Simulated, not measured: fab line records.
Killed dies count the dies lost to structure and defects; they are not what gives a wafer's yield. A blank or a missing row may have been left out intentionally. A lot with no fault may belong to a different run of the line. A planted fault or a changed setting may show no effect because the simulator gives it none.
Comparing a struck lot with a sound one ; flow rit cmos ; 43 out of 202 route steps
Sound: the wafers L321.1, L321.2, L321.5. Struck: wafers L329.1, L329.3, L329.5. At the end, the cause is stated.
Order at every step that has rows: each side's tool, ch and its chambers, its first start. Under that, the readings that differ: sound wafers ; struck wafers ; difference of the means ; sigmas: that difference in standard deviations of wafers without a fault.
alike: readings with means less than 2 such deviations apart, plus words and numbers identical on both sides. not compared: withheld readings, readings lacking a value on some wafer, bounds such as >300 that could conceal the same value, and numbers that have no deviation in the record and whose values overlap.
A row with sigmas, a row that says differs or no value, or rows on one side alone: a step with any of these is where the two part. Non-overlapping numbers with no deviation appear without sigmas and do not part them. A reading that every wafer of one side lacks parts them only if that side has two wafers or more.

RIT_GATE_THK_MEAS_07:
  sound on film metro-04 at day 3 20:11; struck on film metro-04 at day 5 11:31
  alike: GATE_OXIDE_THK
then, 1 step without rows for these wafers: RIT_GATE_CVD_08 (deposits poly-Si from SiH4, target thk 250 nm, time 2220 s).
RIT_GATE_THK_MEAS_09:
  sound on film metro-03 at day 3 21:52; struck on film metro-01 at day 5 13:12
  alike: GATE_POLY_THK
then, 6 steps without rows for these wafers: RIT_GATE_HMDS_10 (prime time 60 s); RIT_GATE_COAT_11 (resist thk 850 nm); RIT_GATE_SOFTBAKE_12 (time 60 s); RIT_GATE_EXPOSE_13 (exposes mask M6, target cd 150 nm); RIT_GATE_PEB_14; RIT_GATE_DEVELOP_15 (develop time 50 s).
RIT_GATE_CD_MEAS_16 targets a cd of 150 nm.
  sound on cd sem-01 at day 3 22:46; struck on cd sem-02 at day 5 14:14
  alike: cd nm
RIT_GATE_OVL_MEAS_17:
  sound on overlay-01 at day 3 22:53; struck on overlay-02 at day 5 14:22
  alike: GATE_OVL
then, 1 step without rows for these wafers: RIT_GATE_HARDBAKE_18 (time 60 s).
RIT_GATE_ETCH_19: etches poly-Si in SF6/CHF3/O2, stops on SiO2, time 172.7 s, target depth 312.5 nm.
  sound on rie si-02 ch 2,3, day 3 23:05; struck on rie si-02 ch 1,3, day 5 14:32
  alike: SF6_flow_sccm, drypump motor current A, oes product au, throttle valve pct
  not compared: rf hours counter h
RIT_GATE_STRIP_20: strips in O2, time 180 s.
  sound on plasma asher-04 ch 0,1, day 3 23:11; struck on plasma asher-01 ch 0,1, day 5 14:39
  alike: drypump motor current A, rf refl power W
  not compared: rf hours counter h
RIT_GATE_CD_MEAS_90 targets a cd of 150 nm.
  sound on cd sem-01 at day 3 23:22; struck on cd sem-01 at day 5 14:49
  alike: cd nm
then, 4 steps without rows for these wafers: RIT_REOX_CLEAN_00 (cleans in SC1, time 600 s); RIT_REOX_CLEAN_01 (cleans in dHF, time 30 s); RIT_REOX_CLEAN_02 (cleans in SC2, time 600 s); RIT_REOX_OXIDATION_03 (target thk 25.2 nm, ox time 5580 s).
RIT_REOX_THK_MEAS_04:
  sound on film metro-04 at day 4 02:24; struck on film metro-01 at day 5 18:59
  alike: REOX_OXIDE_THK
then, 6 steps without rows for these wafers: RIT_NLDD_HMDS_00 (prime time 60 s); RIT_NLDD_COAT_01 (resist thk 1000 nm); RIT_NLDD_SOFTBAKE_02 (time 60 s); RIT_NLDD_EXPOSE_03 (exposes mask M7, target cd 40700 nm); RIT_NLDD_PEB_04; RIT_NLDD_DEVELOP_05 (develop time 52.44 s).
RIT_NLDD_OVL_MEAS_06:
  sound on overlay-01 at day 4 03:29; struck on overlay-02 at day 5 19:54
  alike: NLDD_OVL
then, 2 steps without rows for these wafers: RIT_NLDD_HARDBAKE_07 (time 60 s); RIT_NLDD_IMPLANT_08.
RIT_NLDD_STRIP_09: strips in O2, time 180 s.
  sound on plasma asher-02 ch 0,1, day 4 03:49; struck on plasma asher-01 ch 0,1, day 5 20:18
  alike: drypump motor current A, rf refl power W
  not compared: rf hours counter h
RIT_NLDD_TW_MEAS_10:
  sound on film metro-04 at day 4 03:59; struck on film metro-02 at day 5 20:28
reading;sound;struck;difference;sigmas
NLDD_TW;2521 2527 2525;2471 2468 2497;-46;-2
then, 6 steps without rows for these wafers: RIT_PLDD_HMDS_00 (prime time 60 s); RIT_PLDD_COAT_01 (resist thk 1000 nm); RIT_PLDD_SOFTBAKE_02 (time 60 s); RIT_PLDD_EXPOSE_03 (exposes mask M8, target cd 40900 nm); RIT_PLDD_PEB_04; RIT_PLDD_DEVELOP_05 (develop time 50 s).
RIT_PLDD_OVL_MEAS_06:
  sound on overlay-02 at day 4 04:54; struck on overlay-01 at day 5 21:23
  alike: PLDD_OVL
then, 2 steps without rows for these wafers: RIT_PLDD_HARDBAKE_07 (time 60 s); RIT_PLDD_IMPLANT_08.
RIT_PLDD_STRIP_09: strips in O2, time 180 s.
  sound on plasma asher-01 ch 0,1, day 4 05:14; struck on plasma asher-01 ch 0,1, day 5 21:43
  alike: drypump motor current A, rf refl power W
  not compared: rf hours counter h
RIT_PLDD_TW_MEAS_10:
  sound on film metro-03 at day 4 05:25; struck on film metro-03 at day 5 21:53
  alike: PLDD_TW
RIT_M1_PROBE_99:
  sound on prober-02 at day 4 19:47; struck on prober-02 at day 6 11:25
reading;sound;struck;difference;sigmas
killed_at_M0_to_M3;0 1 0;0 0 0;+0;-3
killed at contacts;1 0 0;0 0 0;+0;-2
killed at front end;6 8 9;36 23 20;+19;+7
killed dies;7 9 9;36 23 20;+18;+7
killed on rim;2 4 4;2 9 8;+3;+2
  alike: killed open, killed short

## WHERE THEY PART
First at RIT_NLDD_TW_MEAS_10; last, within this record, at RIT_M1_PROBE_99.

WHY: whatever the simulator had introduced
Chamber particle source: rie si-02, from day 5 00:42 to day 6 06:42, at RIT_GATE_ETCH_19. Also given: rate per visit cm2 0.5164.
